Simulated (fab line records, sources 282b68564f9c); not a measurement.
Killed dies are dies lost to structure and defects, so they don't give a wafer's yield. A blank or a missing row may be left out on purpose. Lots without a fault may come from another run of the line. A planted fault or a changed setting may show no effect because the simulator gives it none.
fab line records | flow rit_cmos
record lots=5 wafers=15 last_day=7
route steps=202 shown GATE@94 REOX@98 NLDD@103 M1@202
lots that met no fault: from a run of the same line without faults
start_h: hours from the record's first day to the start of the lot's first wafer shown | wait_h: hours since the lot's step before | " the same as in the row above | L1.1+2: a row that stands for several wafers | - no value, or no start given | * or withheld: withheld | < > ~ a bound
route shown NAME@n: a module of which the file shows steps, and the number in the route of the first | usual: mean/standard deviation of fault-free wafers | same: alike in all rows | chamber/n: place in a boat | sites: the reading at each site | _std_site: their standard deviation | _edge_site: outer sites' mean less inner sites' | radius_mm: how far each site lies from the wafer's centre | mask NAME#n: copy n | behind: the tool/chamber that last shaped the wafer | hold: why the lot was held/for how many hours/how that ended | device: the transistor (n, p or np) that didn't switch | end of line: the same wafers' tests at the end of the route | a step without rows: its recipe alone | killed: dies lost to structure and defects at the first sort, not the wafer's yield | map: a wafer's dies, x killed, . not, _ none there
set.NAME: the setting as run; set.NAME@STEP: as run at that earlier step | model.NAME: the simulator's own value behind a step, which no gauge read
lots at some steps of the route; a table a step, a row a wafer
services: from which hour (start_h, from the record's first day; less than 0 if before it) a tool's chamber was out of use, for how many hours, and why
## steps
# step RIT_GATE_HARDBAKE_18
# recipe resist=NOVOLAK temp_c=140 time_s=60
# step RIT_GATE_ETCH_19
# recipe chemistry=SF6/CHF3/O2 time_s=165 SF6_flow_sccm=30 CHF3_flow_sccm=30 O2_flow_sccm=5 target=poly-Si pressure_mtorr=40 rf_w=160 target_depth_a=3125 over_etch_frac=0.25 stop_on=SiO2
# usual CHF3_flow_sccm=30.00/0.1 SF6_flow_sccm=30.01/0.085 drypump_motor_current_A=5.7/0.41 oes_product_au=0.843/0.013 rf_fwd_power_W=159.3/0.46 throttle_valve_pct=10.21/0.086
# columns lot.wafer tool chamber start_h wait_h CHF3_flow_sccm SF6_flow_sccm drypump_motor_current_A oes_product_au rf_fwd_power_W rf_hours_counter_h throttle_valve_pct
L747.1 rie_si-02 2 57.79 0.1 30.11 29.92 5.8 0.838 160.0 66 10.17
L747.3 " 1 " " 30.09 30.05 5.4 0.833 158.9 42 10.19
L747.5 " 2 " " 30.13 29.95 5.8 0.842 159.8 - 10.15
L754.1 rie_si-01 3 91.57 0.1 30.01 30.00 5.6 0.833 158.7 117 10.45
L754.4 " 1 " " 29.93 30.04 5.6 0.859 159.8 75 10.16
L754.6 " 2 " " 29.96 30.05 6.4 0.846 158.6 - 10.21
L755.4 rie_si-02 3 97.07 0.1 29.75 30.06 5.3 0.831 159.5 100 10.29
L755.5 " 3 " " 29.80 30.02 5.3 0.837 160.2 - 10.28
L755.6 " 0 " " 30.11 29.97 5.2 0.864 159.2 - 10.15
L764.4 rie_si-01 1 141.01 0.1 30.03 30.11 5.6 0.860 159.7 76 10.13
L764.5 " 0 " " 30.11 30.05 6.4 0.849 159.4 - 10.20
L764.6 " 1 " " 29.97 30.07 5.6 0.876 159.1 - 10.14
L765.2 rie_si-02 0 145.32 0.1 30.02 29.98 5.3 0.865 159.5 99 10.16
L765.3 " 3 " " 29.99 30.06 5.3 0.844 159.0 101 10.26
L765.5 " 3 " " 29.88 30.09 5.3 0.855 158.4 - 10.26
# step RIT_GATE_STRIP_20
# recipe chemistry=O2 time_s=180 resist=NOVOLAK platen_temp_c=withheld power_w=500 pressure_mtorr=4000 o2_flow_sccm=4000
# usual drypump_motor_current_A=5.71/0.29 o2_flow_sccm=4000/12
# columns lot.wafer tool chamber start_h wait_h drypump_motor_current_A o2_flow_sccm rf_hours_counter_h
L747.1 plasma_asher-01 1 57.90 0.1 5.63 3998 41
L747.3 " 1 " " 5.64 4008 -
L747.5 " 0 " " 6.13 3994 -
L754.1 plasma_asher-02 1 91.68 0.1 5.88 4013 45
L754.4 " 1 " " 5.89 3992 -
L754.6 " 0 " " 5.70 4016 -
L755.4 plasma_asher-01 1 97.23 0.1 5.62 4002 -
L755.5 " 0 " " 6.11 4011 -
L755.6 " 1 " " 5.64 3992 -
L764.4 plasma_asher-02 0 141.18 0.1 5.72 4001 -
L764.5 " 0 " " 5.73 3984 -
L764.6 " 1 " " 5.92 4028 -
L765.2 plasma_asher-01 1 145.43 0.1 5.62 3992 3
L765.3 " 1 " " 5.59 3991 -
L765.5 " 1 " " 5.59 4001 -
# step RIT_GATE_CD_MEAS_90
# recipe target_cd_nm=150
# usual cd_nm=150.6/2
# columns lot.wafer tool chamber start_h wait_h cd_nm
L747.1 cd_sem-01 - 58.07 0.1 151.4
L747.3 " - " " 150.9
L747.5 " - " " 150.4
L754.1 cd_sem-02 - 91.86 0.1 152.4
L754.4 " - " " 153.4
L754.6 " - " " 152.6
L755.4 cd_sem-02 - 97.41 0.1 150.4
L755.5 " - " " 150.8
L755.6 " - " " 152.6
L764.4 cd_sem-02 - 141.36 0.1 152.1
L764.5 " - " " 151.1
L764.6 " - " " 151.3
L765.2 cd_sem-02 - 145.62 0.1 149.1
L765.3 " - " " 149.0
L765.5 " - " " 150.4
# step RIT_REOX_CLEAN_00
# recipe chemistry=SC1 mix=3:3:50 time_s=600 temp_c=75
# step RIT_REOX_CLEAN_01
# recipe chemistry=dHF dilution=50:1 time_s=30
# step RIT_REOX_CLEAN_02
# recipe chemistry=SC2 mix=3:3:50 time_s=600 temp_c=75 dry=n2_spin
# step RIT_REOX_OXIDATION_03
# recipe temp_c=900 ambient=O2 target_thk_a=252 ox_time_s=5580
# step RIT_REOX_THK_MEAS_04
# recipe reads=SiO2_of_REOX_OXIDATION_03
# usual REOX_OXIDE_THK=25.2/0.43
# columns lot.wafer tool chamber start_h wait_h REOX_OXIDE_THK[nm]
L747.1 film_metro-01 - 63.39 0.0 25.4
L747.3 " - " " 25.8
L747.5 " - " " 25.2
L754.1 film_metro-04 - 95.90 0.0 24.7
L754.4 " - " " 24.8
L754.6 " - " " 24.4
L755.4 film_metro-01 - 100.90 0.0 25.2
L755.5 " - " " 25.2
L755.6 " - " " 25.3
L764.4 film_metro-02 - 145.64 0.0 26.1
L764.5 " - " " 25.8
L764.6 " - " " 26.0
L765.2 film_metro-02 - 149.81 0.0 24.6
L765.3 " - " " 24.9
L765.5 " - " " 24.4
# step RIT_NLDD_HMDS_00
# recipe prime_time_s=60 prime_temp_c=140
# step RIT_NLDD_COAT_01
# recipe resist=NOVOLAK spin_rpm=3281 resist_thk_nm=1000
# step RIT_NLDD_SOFTBAKE_02
# recipe resist=NOVOLAK temp_c=90 time_s=60
# step RIT_NLDD_EXPOSE_03
# recipe mask_id=M7 na=0.57 target_cd_nm=40700 dose_mj=250
# columns lot.wafer tool chamber start_h wait_h mask
L747.1+3+5 iline_stepper-01 0 64.03 0.2 M7#0
L754.1+4+6 iline_stepper-02 0 96.54 0.2 M8#0
L755.4+5+6 iline_stepper-01 0 101.67 0.3 M7#0
L764.4+5+6 iline_stepper-01 0 146.30 0.2 M7#0
L765.2+3+5 iline_stepper-02 0 150.45 0.2 M7#0
# step RIT_NLDD_PEB_04
# recipe resist=NOVOLAK temp_c=withheld time_s=withheld
# step RIT_NLDD_DEVELOP_05
# recipe resist=NOVOLAK develop_time_s=50 dev_temp_c=23
# step RIT_NLDD_OVL_MEAS_06
# usual NLDD_OVL=1.2/1.4
# columns lot.wafer tool chamber start_h wait_h NLDD_OVL[nm]
L747.1 overlay-01 - 64.43 - 2.9
L747.3 " - " " 4.5
L747.5 " - " " 1.5
L754.1 overlay-02 - 96.94 - -
L754.4 " - " " -
L754.6 " - " " -
L755.4 overlay-02 - 102.16 - 0.6
L755.5 " - " " 0.2
L755.6 " - " " 1.6
L764.4 overlay-02 - 146.66 - 1.2
L764.5 " - " " 0.3
L764.6 " - " " 1.0
L765.2 overlay-02 - 151.00 - 0.5
L765.3 " - " " 2.0
L765.5 " - " " 2.0
# step RIT_NLDD_HARDBAKE_07
# recipe resist=NOVOLAK temp_c=140 time_s=60
# step RIT_NLDD_IMPLANT_08
# recipe species=P energy_kev=19.67 dose_cm2=5e+14 tilt_deg=7
# step RIT_NLDD_STRIP_09
# recipe chemistry=O2 time_s=180 resist=NOVOLAK platen_temp_c=withheld power_w=500 pressure_mtorr=4000 o2_flow_sccm=4000
# usual drypump_motor_current_A=5.72/0.28 o2_flow_sccm=3998/11
# columns lot.wafer tool chamber start_h wait_h drypump_motor_current_A o2_flow_sccm rf_hours_counter_h
L747.1 plasma_asher-02 0 64.77 0.1 5.75 3990 43
L747.3 " 1 " " 5.88 3988 -
L747.5 " 0 " " 5.74 3992 -
L754.1 plasma_asher-02 0 97.27 0.1 5.72 4000 46
L754.4 " 1 " " 5.85 4002 -
L754.6 " 0 " " 5.73 4002 -
L755.4 plasma_asher-03 0 102.57 0.1 5.72 3978 -
L755.5 " 0 " " 5.70 3984 -
L755.6 " 1 " " 6.00 3981 -
L764.4 plasma_asher-04 1 147.04 0.1 5.55 4000 -
L764.5 " 1 " " 5.56 3990 -
L764.6 " 0 " " 5.02 4013 -
L765.2 plasma_asher-04 0 151.33 0.1 5.04 3992 36
L765.3 " 1 " " 5.55 3986 -
L765.5 " 1 " " 5.54 3997 -
# step RIT_NLDD_TW_MEAS_10
# usual NLDD_TW=2466/21
# columns lot.wafer tool chamber start_h wait_h hold NLDD_TW
L747.1 film_metro-03 - 64.94 0.1 - 2467
L747.3 " - " " - 2454
L747.5 " - " " - 2443
L754.1 film_metro-03 - 97.45 0.1 await_dispo/0.2h/release 30
L754.4 " - " " await_dispo/0.2h/release 30
L754.6 " - " " await_dispo/0.2h/release 29
L754.1 film_metro-03 - 97.68 0.2 - 29
L754.4 " - " " - 30
L754.6 " - " " - 30
L755.4 film_metro-04 - 102.72 0.1 - 2475
L755.5 " - " " - 2481
L755.6 " - " " - 2481
L764.4 film_metro-04 - 147.18 0.1 - 2484
L764.5 " - " " - 2468
L764.6 " - " " - 2473
L765.2 film_metro-04 - 151.52 0.1 - 2479
L765.3 " - " " - 2487
L765.5 " - " " - 2464
# step RIT_M1_PROBE_99
# usual defect_limited_yield=97.1/1.2 killed_at_contacts=0.1/0.31 killed_at_front_end=8/3.1 killed_dies=8/3.2 killed_open=3.9/2.2 killed_short=3.8/2.1 sort_bin_3_pad_short=0.1/0.23 sort_bin_5_function=1.7/0.86 sort_bin_6_memory=1.1/0.7 sort_n_pass=256/3.2 sort_yield_pct=97.1/1.2
# same gross_dies=264 killed_at_M0_to_M3=0 killed_at_M4_up=0 killed_at_back_side=0 killed_at_other=0
# columns lot.wafer tool chamber start_h wait_h defect_limited_yield[%] killed_at_contacts killed_at_front_end killed_dies killed_open killed_short sort_bin_3_pad_short[%] sort_bin_5_function[%] sort_bin_6_memory[%] sort_n_pass sort_yield_pct[%]
L747.1 prober-01 - 80.76 0.1 97.7 0 6 6 3 3 0.8 1.1 0.4 258 97.7
L747.3 prober-01 - 80.86 0.2 97.0 0 8 8 4 4 0.4 1.5 1.1 256 97.0
L747.5 prober-01 - 80.96 0.2 97.3 1 6 7 2 5 0 1.1 1.5 257 97.3
L755.4 prober-01 - 117.67 0.2 96.6 0 9 9 4 5 0 1.1 2.3 255 96.6
L755.5 prober-01 - 117.72 0.2 97.7 0 6 6 1 5 0.8 0.4 1.1 258 97.7
L755.6 prober-01 - 117.77 0.2 97.7 0 6 6 3 3 0 2.3 0 258 97.7
L764.4 prober-02 - 162.47 0.2 99.2 0 2 2 1 1 0 0.8 0 262 99.2
L764.5 prober-02 - 162.52 0.2 98.5 0 4 4 0 4 0.4 0.4 0.8 260 98.5
L764.6 prober-02 - 162.57 0.2 98.1 0 5 5 3 2 0 0.8 1.1 259 98.1
L765.2 prober-01 - 166.31 0.1 96.6 0 9 9 6 3 0 1.9 1.5 255 96.6
L765.3 prober-01 - 166.36 0.2 97.3 0 7 7 5 2 0 1.1 1.5 257 97.3
L765.5 prober-01 - 166.46 0.2 96.6 0 9 9 6 3 0.4 2.3 0.8 255 96.6
# killed by level:class
L747.1 GATE:geometric_particle:short=3 SPACER:geometric_particle:open=2 GATE:geometric_particle:open=1
L747.3 FOX1:geometric_particle:open=2 SPACER:geometric_particle:short=2 FOX1:geometric_particle:short=1 FOX2:geometric_particle:short=1 REOX:geometric_particle:open=1 SPACER:geometric_particle:open=1
L747.5 FOX1:geometric_particle:open=2 GATE:geometric_particle:short=2 FOX2:geometric_particle:short=1 SILICIDE:geometric_particle:short=1 CONTACT:geometric_particle:short=1
L755.4 GATE:geometric_particle:short=2 REOX:geometric_particle:short=2 SILICIDE:geometric_particle:open=2 FOX1:geometric_particle:open=1 FOX1:geometric_particle:short=1 GATE:geometric_particle:open=1
L755.5 GATE:geometric_particle:short=3 FOX1:geometric_particle:short=1 FOX2:geometric_particle:short=1 GATE:geometric_particle:open=1
L755.6 FOX1:geometric_particle:open=2 FOX1:geometric_particle:short=1 GATE:geometric_particle:short=1 SPACER:geometric_particle:open=1 SPACER:geometric_particle:short=1
L764.4 SPACER:geometric_particle:open=1 SILICIDE:geometric_particle:short=1
L764.5 FOX1:geometric_particle:short=2 GATE:geometric_particle:short=1 REOX:geometric_particle:short=1
L764.6 GATE:geometric_particle:open=2 FOX1:geometric_particle:open=1 GATE:geometric_particle:short=1 REOX:geometric_particle:short=1
L765.2 GATE:geometric_particle:short=2 REOX:geometric_particle:open=2 FOX1:geometric_particle:short=1 FOX1:geometric_particle:open=1 FOX2:geometric_particle:open=1 GATE:geometric_particle:open=1 SILICIDE:geometric_particle:open=1
L765.3 FOX1:geometric_particle:open=2 FOX2:geometric_particle:open=1 GATE:geometric_particle:open=1 SPACER:geometric_particle:short=1 SPACER:geometric_particle:open=1 SILICIDE:geometric_particle:short=1
L765.5 FOX2:geometric_particle:open=3 FOX2:geometric_particle:short=2 GATE:geometric_particle:open=2 GATE:geometric_particle:short=1 SPACER:geometric_particle:open=1
## services
# columns tool chamber start_h hours kind
iline_stepper-01 - 40.79 1.7 pm
plasma_asher-01 - 55.06 1.2 repair
iline_stepper-02 - 69.05 0.9 repair
plasma_asher-02 - 72.75 2.8 pm
rie_si-01 2 99.55 5.9 repair
plasma_asher-01 - 108.90 9.0 pm
plasma_asher-01 0 108.90 9.0 vent_cycle
plasma_asher-01 1 108.90 9.0 vent_cycle
plasma_asher-01 0 117.90 - clean
plasma_asher-01 1 117.90 - clean
plasma_asher-04 - 132.08 5.2 repair
rie_si-02 0 150.12 12.7 repair
## key
first_sign step=RIT_NLDD_EXPOSE_03 reading=mask direction=changed
effect step=RIT_NLDD_OVL_MEAS_06 reading=NLDD_OVL direction=missing
effect step=RIT_NLDD_TW_MEAS_10 reading=visit direction=added
effect step=RIT_NLDD_TW_MEAS_10 reading=NLDD_TW direction=down sigmas=99+ usual=2466 struck=30
met_at RIT_NLDD_EXPOSE_03
struck_wafers L754.1,L754.4,L754.6
scrapped_behind RIT_NLDD_TW_MEAS_10 L754.1,L754.4,L754.6
fault kind=wrong_mask tool=any chamber=- onset_h=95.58 steps=RIT_NLDD_EXPOSE_03 aux_copy=M8#0 scope=struck_lots_only
